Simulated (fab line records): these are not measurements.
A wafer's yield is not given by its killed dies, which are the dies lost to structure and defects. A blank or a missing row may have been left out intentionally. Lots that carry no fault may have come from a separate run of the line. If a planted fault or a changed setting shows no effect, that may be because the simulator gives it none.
Comparing a struck lot with a sound one | flow rit_cmos | 17 steps out of a route of 202
Sound: these wafers, L961.1, L961.2, L961.4. Struck: wafers L971.2, L971.4, L971.5. At the end, the cause is stated.
At each step with rows: each side's tool, then ch and its chambers, then its first start. Under that, the readings that differ: sound wafers | struck wafers | difference of the means | sigmas: that difference in standard deviations of wafers without a fault.
alike: readings with means less than 2 such deviations apart, plus words and numbers identical on both sides. not compared: withheld readings, readings lacking a value on some wafer, bounds such as >300 that could conceal the same value, and numbers that have no deviation in the record and whose values overlap.
Wherever a step has rows on one side only, a row that says differs or no value, or a row with sigmas, the two part there. Numbers that have no deviation but don't overlap get no sigmas and don't part them. Lack of a reading on every wafer of one side parts them only where that side has two or more wafers.

RIT_ACTIVE_BOW_MEAS_00:
  struck on film_metro-03, day 4 18:01; sound on film_metro-01, day 2 16:00
  alike: INCOMING_BOW
then, 1 step without rows for these wafers: RIT_ACTIVE_OXIDATION_01 (target thk 46.8 nm, ox time 3360 s).
RIT_ACTIVE_THK_MEAS_02:
  struck on film_metro-04, day 4 20:04; sound on film_metro-03, day 2 18:03
  alike: ACTIVE_OXIDE_THK
RIT_ACTIVE_CVD_03: deposits Si3N4 from SiH2Cl2/NH3, target thk 150 nm, time 1500 s.
  sound on lpcvd-01 ch 1, day 2 18:07; struck on lpcvd-02 ch 0, day 4 20:07
  no value came back on the struck wafers for nh3_flow_sccm (sccm), pressure_mtorr (mTorr), spike_tc_load_C (C); on the sound wafers nh3_flow_sccm (sccm) reads 150.7 150.0 150.4
then, 6 steps without rows for these wafers: RIT_ACTIVE_HMDS_05 (prime time 60 s); RIT_ACTIVE_COAT_06 (resist thk 1000 nm); RIT_ACTIVE_SOFTBAKE_07 (time 60 s); RIT_ACTIVE_EXPOSE_08 (exposes mask M1, target cd 1400 nm); RIT_ACTIVE_PEB_09; RIT_ACTIVE_DEVELOP_10 (develop time 50 s).
RIT_ACTIVE_CD_MEAS_11: the cd target is 1400 nm.
  struck on cd_sem-01, day 4 22:28; sound on cd_sem-02, day 2 20:26
  alike: cd_nm
then, 1 step without rows for these wafers: RIT_ACTIVE_HARDBAKE_12 (time 60 s).
RIT_ACTIVE_ETCH_13: etches Si3N4 in SF6, stops on SiO2, time 210 s, target depth 210 nm.
  sound on rie_diel-03 ch 0,1,2, day 2 20:43; struck on rie_diel-03 ch 0,1,3, day 4 22:49
  reading                  | sound             | struck      | difference | sigmas
  model.etch.depth_nm (nm) | 151.5 150.2 150.5 | 150 150 150 | -1         |
  alike: drypump_motor_current_A, oes_product_au, throttle_valve_pct
  not compared: rf_hours_counter_h, model.ACTIVE.feature_depth_nm
RIT_ACTIVE_STRIP_14: strips in O2, time 180 s.
  sound on plasma_asher-01 ch 0,1, day 2 20:51; struck on plasma_asher-03 ch 1, day 4 22:57
  reading                     | sound       | struck      | difference | sigmas
  drypump_motor_current_A (A) | 5.2 4.7 4.7 | 5.9 5.8 5.8 | +1.0       | +3
  alike: rf_refl_power_W
  not compared: rf_hours_counter_h
RIT_ACTIVE_CD_MEAS_90: the cd target is 1400 nm.
  struck on cd_sem-01, day 4 23:08; sound on cd_sem-02, day 2 21:01
  reading    | sound                | struck | difference                    | sigmas
  cd_nm (nm) | 1397.7 1398.3 1395.4 | - - -  | no value on the struck wafers |
then, 1 step without rows for these wafers: RIT_ACTIVE_CLEAN_15 (cleans in SC1, time 623 s).
RIT_M1_PROBE_99:
  struck on prober-01, day 6 18:23; sound on prober-01, day 4 14:55
  reading             | sound  | struck      | difference | sigmas
  killed_at_front_end | 6 5 9  | 264 264 263 | +257       | +83
  killed_dies         | 6 5 10 | 264 264 264 | +257       | +83
  killed_on_rim       | 1 1 5  | 70 70 70    | +68        | +45
  alike: killed_at_contacts, killed_open, killed_short

== WHERE THEY PART ==
Last at RIT_M1_PROBE_99 as far as this record goes, first at RIT_ACTIVE_CVD_03.

WHY: whatever the simulator had introduced
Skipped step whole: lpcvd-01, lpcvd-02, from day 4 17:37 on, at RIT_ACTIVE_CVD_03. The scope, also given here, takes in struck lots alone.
